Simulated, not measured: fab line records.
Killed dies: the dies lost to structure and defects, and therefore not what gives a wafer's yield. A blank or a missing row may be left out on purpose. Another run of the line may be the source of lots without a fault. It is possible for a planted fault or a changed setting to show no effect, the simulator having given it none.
8D (eight disciplines) problem report, filled in by code -- flow berkeley_cmos170 -- the parts of the form that need people (team, actions taken, sign-off) are left out

== 1. THE ISSUE ==
Across 6 wafers from 2 lots, NWELL_NITRIDE_THK at UCB170_NWELL_THK_MEAS_05 averages 190.1 nm, while fault-free wafers read 223.1 nm with a standard deviation of 2.2. Relative to the usual mean, that is a shift of -15 standard deviations.
First observed at day 5 05:10: wafer L382.1, on film_metro-04. The record has a number at this step for 33 wafers belonging to 11 lots. Rule for "out", or "out of limits": more than 4 standard deviations from the usual mean. Any other wafer with a number is counted as sound.

== 2. WHAT IT IS AND WHAT IT IS NOT ==
question,is,is not
which readings at this step,NWELL_NITRIDE_THK,-
which lots,"L382, L383","L370, L371, L372, L373, L374, L375, L386, L389, L391"
which wafers of those lots,all that have a number,-
read on which gauges,"film_metro-02, film_metro-04",film_metro-03
when,from day 5 05:10,"up to then (18 sound wafers); but 9 sound wafers of L386, L389, L391 came after"

== 3. THE SUSPECTS, EACH WITH WHAT RULES IT OUT ==
Counting: a tool stays on the suspect list if, at a process step up to the reading, it processed all lots that are out and no sound lot following the first of them.
- ruled out: the gauge at UCB170_NWELL_THK_MEAS_05. Those wafers that are out were read across 2 gauges (film_metro-02, film_metro-04).
- lpcvd-01 at UCB170_NWELL_CVD_04 (deposits Si3N4 from SiH2Cl2/NH3, target thk 224 nm, time 3360 s): kept. All lots that are out passed through it, beginning with L382 at day 5 03:14, and no sound lot followed; its final sound lot before that point was L375 at day 3 10:29. Out on those wafers are its own readings of susceptor_temp_C.
Left after counting: lpcvd-01 at UCB170_NWELL_CVD_04.

== 4. THE CAUSE (what the simulator had put in) ==
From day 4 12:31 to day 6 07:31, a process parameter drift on lpcvd-01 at UCB170_NWELL_CVD_04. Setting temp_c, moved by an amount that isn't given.
This tool alone remained once counting was done.

== 5. THE CHAIN OF EFFECTS, in route order ==
Each row: a reading whose mean over the struck wafers that have a number lies more than 3 standard deviations from the usual. Scope: only readings with a usual standard deviation given in the record; hours: median across lots of the time from each lot's start at the first step in this table that gives one to its start at this step; sigmas: change in usual standard deviations.
hours,step,reading,usual,on struck wafers,change,sigmas
0,UCB170_NWELL_CVD_04,spike_tc_centre_C,801.7 C,794.1,-7.6,-4.7
0,UCB170_NWELL_CVD_04,spike_tc_load_C,822.8 C,813.5,-9.3,-3.5
0,UCB170_NWELL_CVD_04,susceptor_temp_C,800.0 C,791.2,-8.8,-25
2,UCB170_NWELL_THK_MEAS_05,NWELL_NITRIDE_THK,223.1 nm,190.1,-33.0,-15
3,UCB170_NWELL_ETCH_13,oes_product_au,0.945 a.u.,0.857,-0.088,-6.8
It contains these process steps:
- UCB170_NWELL_CVD_04: deposits Si3N4 from SiH2Cl2/NH3, target thk 224 nm, time 3360 s.
- UCB170_NWELL_ETCH_13: etches Si3N4 in CH3F/Ar/O2, stops on SiO2, target depth 246.4 nm, time 154 s.
At these later measuring or inspecting steps, every struck wafer for which the step has a row has a number for every such reading, and none has moved that far: UCB170_WELLDRIVE_THK_MEAS_02.

== 6. WHAT WOULD HAVE CAUGHT IT SOONER ==
The first out-of-limits reading at a measuring or inspecting step in this record came at day 5 05:10, 17 hours after the fault's start at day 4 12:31.
The tool's own readings at UCB170_NWELL_CVD_04 were out on every struck wafer that the step has a row for (susceptor_temp_C): an alarm limit on them would have fired on the first of those.
The start of UCB170_NWELL_CVD_04 on lpcvd-01 came by day 5 05:10 for every one of the lots that are out (2). A hold on the tool at that time would have spared none of them.
